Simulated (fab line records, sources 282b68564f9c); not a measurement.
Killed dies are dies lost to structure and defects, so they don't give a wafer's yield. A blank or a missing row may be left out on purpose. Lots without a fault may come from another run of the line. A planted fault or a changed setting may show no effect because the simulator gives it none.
Which tool did it? | flow rit_cmos | 15 lots, 45 wafers sampled, at 3 steps of a route of 202

WHAT THE GAUGES READ, wafer by wafer
RIT_M1_RS_MEAS_01: measures by four-point-probe. Usual: M1_AL_RS 0.0734 ohm/sq, standard deviation 0.00075.
lot  | measured    | on            | M1_AL_RS (ohm/sq)    | flag
L493 | day 3 04:31 | film_metro-02 | 0.0729 0.0733 0.0733 |
L494 | day 3 09:25 | film_metro-03 | 0.0736 0.0740 0.0736 |
L495 | day 3 15:49 | film_metro-03 | 0.0728 0.0731 0.0728 |
L496 | day 3 20:52 | film_metro-02 | 0.0736 0.0732 0.0731 |
L498 | day 4 07:12 | film_metro-01 | 0.0733 0.0744 0.0736 |
L500 | day 4 16:44 | film_metro-02 | 0.0656 0.0659 0.0658 | OFF
L502 | day 5 02:38 | film_metro-01 | 0.0657 0.0656 0.0656 | OFF
L504 | day 5 11:49 | film_metro-01 | 0.0660 0.0659 0.0661 | OFF
L509 | day 6 13:12 | film_metro-01 | 0.0727 0.0730 0.0731 |
L510 | day 6 18:34 | film_metro-03 | 0.0733 0.0727 0.0717 |
L512 | day 7 09:53 | film_metro-01 | 0.0731 0.0736 0.0733 |
L513 | day 7 15:19 | film_metro-03 | 0.0739 0.0738 0.0734 |
L514 | day 7 17:44 | film_metro-02 | 0.0731 0.0729 0.0734 |
L515 | day 7 20:26 | film_metro-01 | 0.0738 0.0749 0.0741 |
L516 | day 8 02:37 | film_metro-02 | 0.0727 0.0726 0.0725 |

RIT_M1_THK_MEAS_02: measures by xrf. Usual: M1_AL_THK 397 nm, standard deviation 4.9.
lot  | measured    | on            | M1_AL_THK (nm) | flag
L493 | day 3 04:38 | film_metro-02 | 399 397 398    |
L494 | day 3 09:31 | film_metro-03 | 396 394 394    |
L495 | day 3 15:56 | film_metro-03 | 401 398 399    |
L496 | day 3 20:59 | film_metro-02 | 397 400 398    |
L498 | day 4 07:18 | film_metro-01 | 396 392 397    |
L500 | day 4 16:50 | film_metro-02 | 443 443 441    | OFF
L502 | day 5 02:45 | film_metro-01 | 446 443 448    | OFF
L504 | day 5 11:56 | film_metro-01 | 439 441 441    | OFF
L509 | day 6 13:19 | film_metro-01 | 401 399 397    |
L510 | day 6 18:41 | film_metro-03 | 399 402 408    |
L512 | day 7 10:01 | film_metro-01 | 396 395 396    |
L513 | day 7 15:25 | film_metro-03 | 392 393 396    |
L514 | day 7 17:50 | film_metro-02 | 402 403 397    |
L515 | day 7 20:34 | film_metro-01 | 393 388 390    |
L516 | day 8 02:43 | film_metro-02 | 405 406 406    |

WHICH TOOL RAN EACH LOT (tool, then ch and the chambers of the sampled wafers, then the start)
lot  | RIT_M1_SPUTTER_00
L493 | pvd_sputter-04, day 3 04:13
L494 | pvd_sputter-04, day 3 09:05
L495 | pvd_sputter-03, day 3 15:32
L496 | pvd_sputter-04, day 3 20:34
L498 | pvd_sputter-03, day 4 06:52
L500 | pvd_sputter-04, day 4 16:24
L502 | pvd_sputter-04, day 5 02:20
L504 | pvd_sputter-04, day 5 11:31
L509 | pvd_sputter-01, day 6 12:53
L510 | pvd_sputter-03, day 6 18:16
L512 | pvd_sputter-03, day 7 09:36
L513 | pvd_sputter-04, day 7 14:59
L514 | pvd_sputter-01, day 7 17:25
L515 | pvd_sputter-04, day 7 20:09
L516 | pvd_sputter-03, day 8 02:18
- RIT_M1_SPUTTER_00: material Al, target thk 400 nm, time 500 s.

WHAT THE TOOLS THEMSELVES READ (means of the sampled wafers that have a number; where no wafer has one, the mark that the record gives instead)
RIT_M1_SPUTTER_00. Usual: throttle_valve_pct 29.7 %, standard deviation 0.69.
lot  | tool           | throttle_valve_pct (%) | flag
L493 | pvd_sputter-04 | 29.5                   |
L494 | pvd_sputter-04 | 29.8                   |
L495 | pvd_sputter-03 | 30.7                   |
L496 | pvd_sputter-04 | 29.8                   |
L498 | pvd_sputter-03 | 29.9                   |
L500 | pvd_sputter-04 | 29.6                   |
L502 | pvd_sputter-04 | 29.9                   |
L504 | pvd_sputter-04 | 29.3                   |
L509 | pvd_sputter-01 | 29.7                   |
L510 | pvd_sputter-03 | 30.0                   |
L512 | pvd_sputter-03 | 30.7                   |
L513 | pvd_sputter-04 | 29.5                   |
L514 | pvd_sputter-01 | 29.4                   |
L515 | pvd_sputter-04 | 29.4                   |
L516 | pvd_sputter-03 | 30.7                   |

THE ANSWER, worked out from the rows above alone
Rule: a lot is off if the mean of its wafers that have a number lies more than 3 standard deviations from the usual mean. A lot without any number at a reading at which 4 lots or more have one is off too. The other lots that the step has rows for count as sound. The gauges are gone through in route order, then the tools' own readings, and for those a lot's mean is taken as printed above. The first step at which some lot is off is used, and at that step the reading that is off furthest; a lot without a number counts as furthest.
Off: L500, L502, L504, at RIT_M1_RS_MEAS_01 (M1_AL_RS).
A tool fits if, at a process step before that reading, it ran every lot that is off, and no sound lot after the first of them. The gauges at RIT_M1_RS_MEAS_01 are tried like those tools. None of those tried fits.

WHAT THE SIMULATOR HAD PUT IN
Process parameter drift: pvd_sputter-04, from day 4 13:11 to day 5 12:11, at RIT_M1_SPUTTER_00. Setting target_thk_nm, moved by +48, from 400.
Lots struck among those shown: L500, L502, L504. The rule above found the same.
